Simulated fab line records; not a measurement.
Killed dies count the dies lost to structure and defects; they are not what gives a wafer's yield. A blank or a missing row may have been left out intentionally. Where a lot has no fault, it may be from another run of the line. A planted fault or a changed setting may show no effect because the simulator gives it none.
Comparing a struck lot with a sound one + flow rit-cmos + 30 out of 202 route steps
Sound: these wafers, L725.1, L725.2, L725.3. Wafers struck: L734.1, L734.2, L734.6. The cause is named last.
Each step with rows lists, per side, the tool, then ch with its chambers, then its first start. Under that, the readings that differ: sound wafers + struck wafers + difference of the means + sigmas: that difference in standard deviations of wafers without a fault.
alike: same words and numbers on both sides, and readings whose means sit less than 2 such deviations apart. not compared: any withheld reading, any reading some wafer has no value for, any bound like >300 that may hide the same value, and any number with overlapping values for which the record gives no deviation.
A row with sigmas, a row that says differs or no value, or rows on one side alone: a step with any of these is where the two part. Numbers that don't overlap but have no deviation are shown without sigmas and don't part them. Lack of a reading on every wafer of one side parts them only where that side has two or more wafers.

RIT_FOX2_THK_MEAS_01:
  sound on film-metro-04, day 3 07:29; struck on film-metro-01, day 4 22:44
  alike: FOX2_OXIDE_THK
then, 2 steps without rows for these wafers: RIT_FOX2_CLEAN_02 (cleans in dHF, time 180 s); RIT_FOX2_WET_ETCH_03 (etches Si3N4 in H3PO4, target depth 195 nm, time 2700 s).
RIT_FOX2_THK_MEAS_90:
  sound on film-metro-04, day 3 08:22; struck on film-metro-04, day 4 23:37
  alike: FIELD_OXIDE_LEFT_1_THK
then, 6 steps without rows for these wafers: RIT_NWELL_HMDS_00 (prime time 60 s); RIT_NWELL_COAT_01 (resist thk 1300 nm); RIT_NWELL_SOFTBAKE_02 (time 60 s); RIT_NWELL_EXPOSE_03 (exposes mask M2, target cd 43900 nm); RIT_NWELL_PEB_04; RIT_NWELL_DEVELOP_05 (develop time 68 s).
RIT_NWELL_OVL_MEAS_06:
  sound on overlay-02, day 3 09:37; struck on overlay-01, day 5 00:53
  alike: NWELL_OVL
then, 1 step without rows for these wafers: RIT_NWELL_HARDBAKE_07 (time 120 s).
RIT_NWELL_IMPLANT_08:
  sound on implanter-04 ch 0, day 3 09:53; struck on implanter-02 ch 0, day 5 01:23
| reading            | sound           | struck         | difference | sigmas |
|--------------------|-----------------|----------------|------------|--------|
| beam-on-s (s)      | 9.78 9.89 10.19 | 7.86 7.62 8.13 | -2.08      | -11    |
| faraday-current-uA | 162 160 154     | 202 209 196    | +44        | +15    |
RIT_NWELL_STRIP_09: strips in O2, time 180 s.
  sound on plasma-asher-04 ch 0,1, day 3 10:02; struck on plasma-asher-03 ch 0,1, day 5 01:32
  alike: drypump-motor-current-A
  not compared: rf-hours-counter-h
RIT_NWELL_TW_MEAS_10:
  sound on film-metro-01, day 3 10:13; struck on film-metro-01, day 5 01:42
| reading  | sound          | struck         | difference | sigmas |
|----------|----------------|----------------|------------|--------|
| NWELL_TW | 2184 2172 2177 | 2031 2031 2030 | -147       | -6     |
then, 6 steps without rows for these wafers: RIT_PWELL_HMDS_00 (prime time 60 s); RIT_PWELL_COAT_01 (resist thk 1300 nm); RIT_PWELL_SOFTBAKE_02 (time 60 s); RIT_PWELL_EXPOSE_03 (exposes mask M3, target cd 43700 nm); RIT_PWELL_PEB_04; RIT_PWELL_DEVELOP_05 (develop time 68 s).
RIT_PWELL_OVL_MEAS_06:
  sound on overlay-02, day 3 11:22; struck on overlay-01, day 5 03:22
  alike: PWELL_OVL
then, 2 steps without rows for these wafers: RIT_PWELL_HARDBAKE_07 (time 120 s); RIT_PWELL_IMPLANT_08.
RIT_PWELL_STRIP_09: strips in O2, time 180 s.
  sound on plasma-asher-02 ch 0,1, day 3 11:47; struck on plasma-asher-01 ch 0,1, day 5 04:12
  alike: drypump-motor-current-A
  not compared: rf-hours-counter-h
RIT_PWELL_TW_MEAS_10:
  sound on film-metro-01, day 3 11:58; struck on film-metro-04, day 5 04:23
  alike: PWELL_TW
then, 1 step without rows for these wafers: RIT_WELLDRIVE_ANNEAL_00 (time 14700 s).
RIT_WELLDRIVE_RS_MEAS_01: uses a four-point probe to measure.
  sound on film-metro-02, day 3 17:39; struck on film-metro-02, day 5 10:34
| reading           | sound             | struck            | difference | sigmas |
|-------------------|-------------------|-------------------|------------|--------|
| NWELL_RS (ohm/sq) | 276.8 276.0 275.3 | 316.1 315.6 316.8 | +40.1      | +54    |
RIT_WELLDRIVE_RS_MEAS_02: uses a four-point probe to measure.
  sound on film-metro-02, day 3 17:46; struck on film-metro-02, day 5 10:41
  alike: PWELL_RS
RIT_M1_PROBE_99:
  sound on prober-02, day 6 08:16; struck on prober-02, day 7 03:10
| reading                                 | sound                | struck               | difference | sigmas |
|-----------------------------------------|----------------------|----------------------|------------|--------|
| model.etest.pmos_0p3.r-on-ohm-um        | 6215 6247 6181       | 6117 5944 6030       | -184       |        |
| model.etest.nwell-pinched.rs-ohm-sq     | 339.9 342.1 331      | 390.2 390.3 385.1    | +50.9      |        |
| model.etest.well-edge-right.line-ohm-um | 186.7 184.2 181.6    | 212.5 216 215.9      | +30.6      |        |
| model.etest.well-edge-left.line-ohm-um  | 183.1 182 182.9      | 214.6 215.2 214.8    | +32.2      |        |
| model.etest.pmos_0p15.drive-ua-um       | 254.4 248.3 254.9    | 263.5 278.8 264.1    | +16.3      |        |
| model.etest.pmos_0p3.drive-ua-um        | 103.3 102.9 103.6    | 106.3 111.8 107.2    | +5.2       |        |
| model.etest.field-p-metal.vt-v (V)      | -29.24 -28.59 -29.99 | -25.39 -25.26 -25.92 | +3.75      |        |
| model.etest.field-p.vt-v (V)            | -12.73 -12.8 -12.8   | -11.27 -11.1 -11.09  | +1.62      |        |
  alike: killed-at-contacts, killed-at-front-end, killed-dies, killed-open, killed-short

== WHERE THEY PART ==
Earliest at RIT_NWELL_IMPLANT_08; latest, in this record, at RIT_WELLDRIVE_RS_MEAS_01. Later steps at which nothing parts them and some readings are alike: RIT_WELLDRIVE_RS_MEAS_02, RIT_M1_PROBE_99.

WHY: what the simulator had put in
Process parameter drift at RIT_NWELL_IMPLANT_08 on implanter-02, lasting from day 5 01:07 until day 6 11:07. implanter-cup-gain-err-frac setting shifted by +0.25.
